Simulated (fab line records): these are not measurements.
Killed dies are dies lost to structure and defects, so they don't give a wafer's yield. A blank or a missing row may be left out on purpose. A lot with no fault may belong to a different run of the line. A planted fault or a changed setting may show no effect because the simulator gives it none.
fab line records    flow rit-cmos
[record] lots = 5  wafers = 15  last-day = 8
route steps=202 shown NWELL@37 PWELL@39
lots that met no fault: from a run of the same line without faults
start-h: start of the lot's first displayed wafer, in hours after the record's first day    wait-h: hours since the lot's step before    " unchanged from the row above    L1.1+2: a single row standing in for several wafers    - no value present, or no start provided    * or withheld: withheld    < > ~ a bound
route shown NAME@n: names a module that has steps shown in the file, with the first one's number in the route    usual: mean and standard deviation over wafers with no fault    same: alike in all rows    chamber/n: place in a boat    sites: per-site readings    _std_site: the values' standard deviation    _edge_site: inner sites' mean taken away from outer sites' mean    radius-mm: for every site, how far away it sits from the centre of the wafer    mask NAME#n: copy n    behind: the tool/chamber that last shaped the wafer    hold: why the lot went on hold/how many hours it stayed there/how the hold came to an end    device: the n, p or np transistor that did not switch    end of line: the tests these same wafers got at the end of their route    step lacking rows: just its recipe    killed: count of dies lost to structure and defects at first sort (not the wafer's yield)    map: shows each die of a wafer: x if killed, . if not, _ if none is there
set.NAME: the setting as run; set.NAME@STEP: as run at that earlier step    model.NAME: the simulator's own value behind a step, which no gauge read
lots at selected steps of the route; one table per step, one row per wafer
services: when a tool's chamber went out of use (start-h, in hours from the record's first day, below 0 if earlier), for how many hours, and the reason
[[steps]]
[step RIT_NWELL_STRIP_09]
[recipe] chemistry = O2  time-s = 180  resist = NOVOLAK  platen-temp-c = withheld  power-w = 500  pressure-mtorr = 4000  o2-flow-sccm = 4000
[usual] drypump-motor-current-A = 5.8/0.48
lot.wafer  tool             chamber  start-h  wait-h  drypump-motor-current-A  rf-hours-counter-h
L079.1     plasma-asher-03  1        49.76    0.1     5.5                      36
L079.2     "                0        "        "       6.3                      36
L079.6     "                0        "        "       6.2                      -
L085.1     plasma-asher-02  1        80.99    0.1     6.6                      45
L085.3     "                1        "        "       6.6                      -
L085.4     "                0        "        "       5.1                      -
L088.1     plasma-asher-03  0        92.92    0.1     6.3                      41
L088.3     "                1        "        "       5.5                      -
L088.5     "                1        "        "       5.5                      -
L094.1     plasma-asher-04  0        132.03   0.1     5.9                      49
L094.2     "                1        "        "       5.7                      49
L094.3     "                0        "        "       5.9                      -
L097.3     plasma-asher-02  0        145.48   0.1     5.1                      -
L097.4     "                1        "        "       6.6                      -
L097.6     "                1        "        "       6.6                      -
[step RIT_NWELL_TW_MEAS_10]
[usual] NWELL_TW = 2121/16
lot.wafer  tool           chamber  start-h  wait-h  NWELL_TW
L079.1     film-metro-03  -        49.94    0.1     2102
L079.2     "              -        "        "       2114
L079.6     "              -        "        "       2106
L085.1     film-metro-03  -        81.16    0.1     2105
L085.3     "              -        "        "       2114
L085.4     "              -        "        "       2107
L088.1     film-metro-01  -        93.09    0.1     2131
L088.3     "              -        "        "       2118
L088.5     "              -        "        "       2116
L094.1     film-metro-01  -        132.20   0.1     2140
L094.2     "              -        "        "       2130
L094.3     "              -        "        "       2127
L097.3     film-metro-03  -        145.62   0.1     2108
L097.4     "              -        "        "       2105
L097.6     "              -        "        "       2105
[step RIT_PWELL_HMDS_00]
[recipe] prime-time-s = 60  prime-temp-c = 140
[usual] resist-line-temp-C = 22.99/0.094
lot.wafer  tool            chamber  start-h  wait-h  resist-line-temp-C
L079.1     litho-track-03  0        50.00    0.1     23.06
L079.2     "               0        "        "       22.97
L079.6     "               0        "        "       22.87
L085.1     litho-track-03  0        81.22    0.1     23.08
L085.3     "               0        "        "       23.09
L085.4     "               0        "        "       22.93
L088.1     litho-track-03  0        93.15    0.1     23.22
L088.3     "               0        "        "       23.03
L088.5     "               0        "        "       23.10
L094.1     litho-track-03  0        132.26   0.1     22.96
L094.2     "               0        "        "       22.97
L094.3     "               0        "        "       23.14
L097.3     litho-track-02  0        145.71   0.1     22.99
L097.4     "               0        "        "       22.91
L097.6     "               0        "        "       22.91
[step RIT_PWELL_COAT_01]
[recipe] resist = NOVOLAK  spin-rpm = 2000  resist-thk-nm = 1300
[usual] resist-line-temp-C = 23.00/0.1
lot.wafer  tool            chamber  start-h  wait-h  resist-line-temp-C
L079.1     litho-track-03  0        50.15    0.1     23.03
L079.2     "               0        "        "       23.09
L079.6     "               0        "        "       23.19
L085.1     litho-track-03  0        81.37    0.1     23.03
L085.3     "               0        "        "       22.96
L085.4     "               0        "        "       22.95
L088.1     litho-track-03  0        93.30    0.1     23.02
L088.3     "               0        "        "       22.86
L088.5     "               0        "        "       22.94
L094.1     litho-track-03  0        132.41   0.1     23.00
L094.2     "               0        "        "       22.94
L094.3     "               0        "        "       22.96
L097.3     litho-track-02  0        145.86   0.1     23.08
L097.4     "               0        "        "       23.26
L097.6     "               0        "        "       23.02
[step RIT_PWELL_SOFTBAKE_02]
[recipe] resist = NOVOLAK  temp-c = 90  time-s = 60
[usual] resist-line-temp-C = 22.99/0.098
lot.wafer  tool            chamber  start-h  wait-h  resist-line-temp-C
L079.1     litho-track-03  0        50.30    0.1     22.87
L079.2     "               0        "        "       23.06
L079.6     "               0        "        "       23.08
L085.1     litho-track-03  0        81.52    0.1     22.99
L085.3     "               0        "        "       22.91
L085.4     "               0        "        "       23.14
L088.1     litho-track-03  0        93.45    0.1     22.91
L088.3     "               0        "        "       22.88
L088.5     "               0        "        "       22.99
L094.1     litho-track-03  0        132.56   0.1     23.01
L094.2     "               0        "        "       22.84
L094.3     "               0        "        "       23.04
L097.3     litho-track-02  0        146.01   0.1     22.96
L097.4     "               0        "        "       22.90
L097.6     "               0        "        "       22.95
[step RIT_PWELL_EXPOSE_03]
[recipe] mask-id = M3  na = 0.57  target-cd-nm = 43700  dose-mj = 250
lot.wafer   tool              chamber  start-h  wait-h  mask
L079.1+2+6  iline-stepper-01  0        50.57    0.2     M3#0
L085.1+3+4  iline-stepper-02  0        81.80    0.2     M3#0
L088.1+3+5  iline-stepper-02  0        93.67    0.2     M3#0
L094.1+2+3  iline-stepper-01  0        132.84   0.2     M3#0
L097.3+4+6  iline-stepper-02  0        146.27   0.2     M3#0
[step RIT_PWELL_PEB_04]
[recipe] resist = NOVOLAK  temp-c = withheld  time-s = withheld
[usual] resist-line-temp-C = *
lot.wafer  tool            chamber  start-h  wait-h  resist-line-temp-C
L079.1     litho-track-04  0        50.69    0.1     *
L079.2     "               0        "        "       *
L079.6     "               0        "        "       *
L085.1     litho-track-02  0        81.91    0.1     *
L085.3     "               0        "        "       *
L085.4     "               0        "        "       *
L088.1     litho-track-03  0        93.79    0.1     *
L088.3     "               0        "        "       *
L088.5     "               0        "        "       *
L094.1     litho-track-04  0        132.96   0.1     *
L094.2     "               0        "        "       *
L094.3     "               0        "        "       *
L097.3     litho-track-04  0        146.40   0.1     *
L097.4     "               0        "        "       *
L097.6     "               0        "        "       *
[step RIT_PWELL_DEVELOP_05]
[recipe] resist = NOVOLAK  develop-time-s = 70.14  dev-temp-c = 23
[usual] resist-line-temp-C = 23.00/0.11
lot.wafer  tool            chamber  start-h  wait-h  resist-line-temp-C
L079.1     litho-track-04  0        -        -       22.88
L079.2     "               0        "        "       22.94
L079.6     "               0        "        "       23.08
L085.1     litho-track-02  0        -        -       23.09
L085.3     "               0        "        "       23.01
L085.4     "               0        "        "       23.00
L088.1     litho-track-03  0        -        -       23.08
L088.3     "               0        "        "       22.87
L088.5     "               0        "        "       23.06
L094.1     litho-track-04  0        -        -       22.92
L094.2     "               0        "        "       22.94
L094.3     "               0        "        "       22.82
L097.3     litho-track-04  0        -        -       22.72
L097.4     "               0        "        "       22.77
L097.6     "               0        "        "       22.90
[step RIT_PWELL_OVL_MEAS_06]
[usual] PWELL_OVL = -0.3/1.5
lot.wafer  tool        chamber  start-h  wait-h  PWELL_OVL[nm]
L079.1     overlay-01  -        51.00    -       -0.9
L079.2     "           -        "        "       1.3
L079.6     "           -        "        "       -1.2
L085.1     overlay-01  -        82.23    -       -1.1
L085.3     "           -        "        "       0.0
L085.4     "           -        "        "       -1.6
L088.1     overlay-02  -        94.10    -       -1.2
L088.3     "           -        "        "       -0.4
L088.5     "           -        "        "       -2.5
L094.1     overlay-01  -        133.27   -       1.5
L094.2     "           -        "        "       0.7
L094.3     "           -        "        "       -0.3
L097.3     overlay-01  -        146.67   -       -1.5
L097.4     "           -        "        "       -2.0
L097.6     "           -        "        "       -1.3
[step RIT_PWELL_HARDBAKE_07]
[recipe] resist = NOVOLAK  temp-c = 140  time-s = 120
[usual] resist-line-temp-C = 23.02/0.13
lot.wafer  tool            chamber  start-h  wait-h  resist-line-temp-C
L079.1     litho-track-04  0        51.04    0.0     23.04
L079.2     "               0        "        "       23.13
L079.6     "               0        "        "       22.94
L085.1     litho-track-02  0        82.26    0.0     22.81
L085.3     "               0        "        "       23.08
L085.4     "               0        "        "       23.09
L088.1     litho-track-02  0        94.27    0.2     22.81
L088.3     "               0        "        "       22.97
L088.5     "               0        "        "       22.87
L094.1     litho-track-02  0        133.31   0.0     23.10
L094.2     "               0        "        "       23.19
L094.3     "               0        "        "       23.28
L097.3     litho-track-03  0        146.86   0.2     22.84
L097.4     "               0        "        "       22.79
L097.6     "               0        "        "       22.91
[step RIT_PWELL_IMPLANT_08]
[recipe] species = B  energy-kev = 170  dose-cm2 = 7e+13  tilt-deg = 7
[usual] faraday-current-uA = 222/4.4
lot.wafer  tool          chamber  start-h  wait-h  faraday-current-uA
L079.1     implanter-03  0        51.29    0.2     215
L079.2     "             0        "        "       230
L079.6     "             0        "        "       222
L085.1     implanter-03  0        82.51    0.2     230
L085.3     "             0        "        "       210
L085.4     "             0        "        "       223
L088.1     implanter-03  0        94.52    0.2     219
L088.3     "             0        "        "       217
L088.5     "             0        "        "       218
L094.1     implanter-04  0        133.56   0.2     224
L094.2     "             0        "        "       215
L094.3     "             0        "        "       225
L097.3     implanter-02  0        147.08   0.2     230
L097.4     "             0        "        "       223
L097.6     "             0        "        "       231
[step RIT_PWELL_STRIP_09]
[recipe] chemistry = O2  time-s = 180  resist = NOVOLAK  platen-temp-c = withheld  power-w = 500  pressure-mtorr = 4000  o2-flow-sccm = 4000
[usual] drypump-motor-current-A = 5.7/0.56
lot.wafer  tool             chamber  start-h  wait-h  drypump-motor-current-A  rf-hours-counter-h
L079.1     plasma-asher-04  1        51.44    0.1     5.6                      41
L079.2     "                0        "        "       5.9                      41
L079.6     "                1        "        "       5.7                      -
L085.1     plasma-asher-02  0        82.66    0.1     5.1                      45
L085.3     "                1        "        "       6.5                      -
L085.4     "                0        "        "       5.1                      -
L088.1     plasma-asher-02  1        94.67    0.1     6.6                      47
L088.3     "                1        "        "       6.6                      -
L088.5     "                1        "        "       6.6                      -
L094.1     plasma-asher-02  1        133.71   0.1     6.6                      1
L094.2     "                0        "        "       5.1                      1
L094.3     "                1        "        "       6.6                      -
L097.3     plasma-asher-02  1        147.24   0.1     6.6                      -
L097.4     "                0        "        "       5.1                      -
L097.6     "                1        "        "       6.6                      -
[step RIT_PWELL_TW_MEAS_10]
[usual] PWELL_TW = 941/6.6
lot.wafer  tool           chamber  start-h  wait-h  PWELL_TW
L079.1     film-metro-03  -        51.61    0.1     934
L079.2     "              -        "        "       934
L079.6     "              -        "        "       934
L085.1     film-metro-04  -        82.84    0.1     947
L085.3     "              -        "        "       951
L085.4     "              -        "        "       947
L088.1     film-metro-03  -        94.84    0.1     941
L088.3     "              -        "        "       939
L088.5     "              -        "        "       940
L094.1     film-metro-04  -        133.88   0.1     956
L094.2     "              -        "        "       954
L094.3     "              -        "        "       954
L097.3     film-metro-04  -        147.37   0.1     952
L097.4     "              -        "        "       954
L097.6     "              -        "        "       950
[[services]]
tool              chamber  start-h  hours  kind
implanter-04      -        48.70    4.8    repair
implanter-04      -        53.48    5.7    pm
iline-stepper-02  -        61.37    1.7    pm
iline-stepper-01  -        83.57    13.7   repair
iline-stepper-02  -        104.00   2.4    repair
iline-stepper-01  -        108.24   1.7    repair
plasma-asher-02   -        108.75   9.0    pm
plasma-asher-02   0        108.75   11.4   vent-cycle
plasma-asher-02   1        108.75   11.4   vent-cycle
iline-stepper-02  -        115.72   8.9    pm
plasma-asher-02   -        116.00   4.1    repair
plasma-asher-02   0        117.75   -      clean
plasma-asher-02   1        117.75   -      clean
iline-stepper-02  0        129.29   -      calibration
[[key]]
fault none
